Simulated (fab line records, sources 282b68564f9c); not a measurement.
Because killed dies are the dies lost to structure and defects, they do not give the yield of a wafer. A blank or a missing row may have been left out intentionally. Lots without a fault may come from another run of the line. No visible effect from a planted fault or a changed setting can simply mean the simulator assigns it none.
Matching of chambers || flow rit-cmos || wet-bench-02 running RIT_CONTACT_CLEAN_14: 3 sister chambers
The step cleans in SC2, time 600 s. 14 wafers are shown with their chamber, then 4 later ones without.

== WAFERS WITH THEIR CHAMBER ==
{"wafer": "L437.1", "chamber": 0, "temp-c (C)": 75.07}
{"wafer": "L437.3", "chamber": 0, "temp-c (C)": 75.01}
{"wafer": "L437.6", "chamber": 0, "temp-c (C)": 74.91}
{"wafer": "L438.2", "chamber": 0, "temp-c (C)": 75.02}
{"wafer": "L438.3", "chamber": 0, "temp-c (C)": 74.97}
{"wafer": "L438.5", "chamber": 0, "temp-c (C)": 74.85}
{"wafer": "L439.3", "chamber": 3, "temp-c (C)": 75.12}
{"wafer": "L439.4", "chamber": 3, "temp-c (C)": 74.86}
{"wafer": "L439.6", "chamber": 3, "temp-c (C)": 75.01}
{"wafer": "L441.2", "chamber": 1, "temp-c (C)": 75.11}
{"wafer": "L441.3", "chamber": 1, "temp-c (C)": 75.13}
{"wafer": "L441.4", "chamber": 1, "temp-c (C)": 75.29}
{"wafer": "L444.2", "chamber": 1, "temp-c (C)": 75.12}
{"wafer": "L444.4", "chamber": 1, "temp-c (C)": 74.94}

SIGNATURES (means of the wafers above)
{"reading": "temp-c", "chamber 0": 74.9717, "chamber 1": 75.1180, "chamber 3": 74.9967, "scatter within a chamber": 0.108}
Rule: for a wafer and a chamber, the distance is found by dividing, reading by reading, the gap between the wafer's reading and the chamber's mean by the reading's scatter, squaring, summing and taking the root. If the next closest chamber is less than 2 further off than the closest, the wafer can't be placed; otherwise it belongs to the closest. The scatter is the square root of a quotient: the sum, over the shown wafers, of each reading's squared deviation from its chamber's mean, divided by wafers minus chambers.

== WAFERS WITHOUT THEIR CHAMBER ==
{"wafer": "L444.6", "temp-c (C)": 75.09}
{"wafer": "L450.1", "temp-c (C)": 74.90}
{"wafer": "L450.3", "temp-c (C)": 75.06}
{"wafer": "L450.5", "temp-c (C)": 75.05}

== THE CHAMBER EACH PASSED THROUGH ==
{"wafer": "L444.6", "from the rows above": "can't be placed: 1 or 3 or 0", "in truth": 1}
{"wafer": "L450.1", "from the rows above": "can't be placed: 0 or 3 or 1", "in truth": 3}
{"wafer": "L450.3", "from the rows above": "can't be placed: 1 or 3 or 0", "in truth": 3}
{"wafer": "L450.5", "from the rows above": "can't be placed: 3 or 1 or 0", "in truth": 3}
Correct placement for 0 of the 4. Can't be placed from these rows: 4 (the true chamber is among the candidates in 4). Placed wrongly: 0.
